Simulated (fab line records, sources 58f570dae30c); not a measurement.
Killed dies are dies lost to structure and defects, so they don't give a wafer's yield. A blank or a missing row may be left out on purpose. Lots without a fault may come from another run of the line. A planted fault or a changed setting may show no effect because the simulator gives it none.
A struck lot beside a sound one | flow berkeley_cmos170 | 15 steps out of a route of 331
Sound: wafers L421.1, L421.3, L421.6. Struck: wafers L432.1, L432.2, L432.5. The cause comes at the end.
At each step with rows: each side's tool, then ch and its chambers, then its first start. Under that, the readings that differ: sound wafers | struck wafers | difference of the means | sigmas: that difference in standard deviations of wafers without a fault.
alike: readings whose means differ by less than 2 such deviations, and words and numbers that are the same on both sides. not compared: withheld readings, readings that some wafer has no value for, bounds like >300 that may hide the same value, and numbers for which the record gives no deviation and whose values overlap.
The two part at a step that has a row with sigmas, a row that says differs or no value, or rows on one side only. Numbers that don't overlap but have no deviation are shown without sigmas and don't part them. A reading that every wafer of one side lacks parts them only if that side has two wafers or more.

UCB170_PLDD_STRIP_10: strips in O2.
  sound on plasma_asher-03 ch 0,1, day 8 13:19; struck on plasma_asher-04 ch 0,1, day 10 20:07
  alike: drypump_motor_current_A, oes_product_au, strip_time_to_endpoint_s
  not compared: rf_hours_counter_h
UCB170_PLDD_TW_MEAS_11:
  sound on film_metro-02, day 8 13:25; struck on film_metro-02, day 10 20:13
  alike: PLDD_TW
then, 7 steps without rows for these wafers: UCB170_PLDD_CLEAN_12 (cleans in SPM, time 600 s); UCB170_NLDD_HMDS_00 (prime time 60 s); UCB170_NLDD_COAT_01 (resist thk 900 nm); UCB170_NLDD_SOFTBAKE_02 (time 60 s); UCB170_NLDD_EXPOSE_03 (exposes mask NSELECT, target cd 1200 nm); UCB170_NLDD_PEB_04; UCB170_NLDD_DEVELOP_05 (develop time 45 s).
UCB170_NLDD_CD_MEAS_06: target cd 1200 nm.
  sound on cd_sem-01, day 8 15:03; struck on cd_sem-01, day 10 21:27
  reading    | sound                | struck               | difference | sigmas
  cd_nm (nm) | 1199.0 1198.4 1199.1 | 1201.9 1201.9 1201.4 | +2.9       | +2
UCB170_NLDD_OVL_MEAS_07:
  sound on overlay-02, day 8 15:10; struck on overlay-01, day 10 21:34
  alike: NLDD_OVL
then, 1 step without rows for these wafers: UCB170_NLDD_IMPLANT_08.
UCB170_NLDD_IMPLANT_09:
  sound on implanter-03 ch 0, day 8 15:21; struck on implanter-03 ch 0, day 10 21:45
  reading                   | sound                | struck               | difference | sigmas
  beam_energy_keV           | 29.997 29.988 29.998 | 31.039 31.049 31.036 | +1.047     | +99 or more
  model.implant.rp_nm (nm)  | 21.11 21.11 21.11    | 21.95 21.95 21.95    | +0.84      |
  model.implant.drp_nm (nm) | 9.611 9.611 9.611    | 9.855 9.855 9.855    | +0.244     |
UCB170_NLDD_STRIP_10: strips in O2.
  sound on plasma_asher-04 ch 0,1, day 8 15:30; struck on plasma_asher-02 ch 0,1, day 10 21:54
  alike: drypump_motor_current_A, oes_product_au, strip_time_to_endpoint_s
  not compared: rf_hours_counter_h
then, 1 step without rows for these wafers: UCB170_M3_PROBE_99.

WHERE THEY PART
First at UCB170_NLDD_CD_MEAS_06; last, within this record, at UCB170_NLDD_IMPLANT_09. Later steps at which nothing parts them and some readings are alike: UCB170_NLDD_STRIP_10.

WHY: what the simulator had put in
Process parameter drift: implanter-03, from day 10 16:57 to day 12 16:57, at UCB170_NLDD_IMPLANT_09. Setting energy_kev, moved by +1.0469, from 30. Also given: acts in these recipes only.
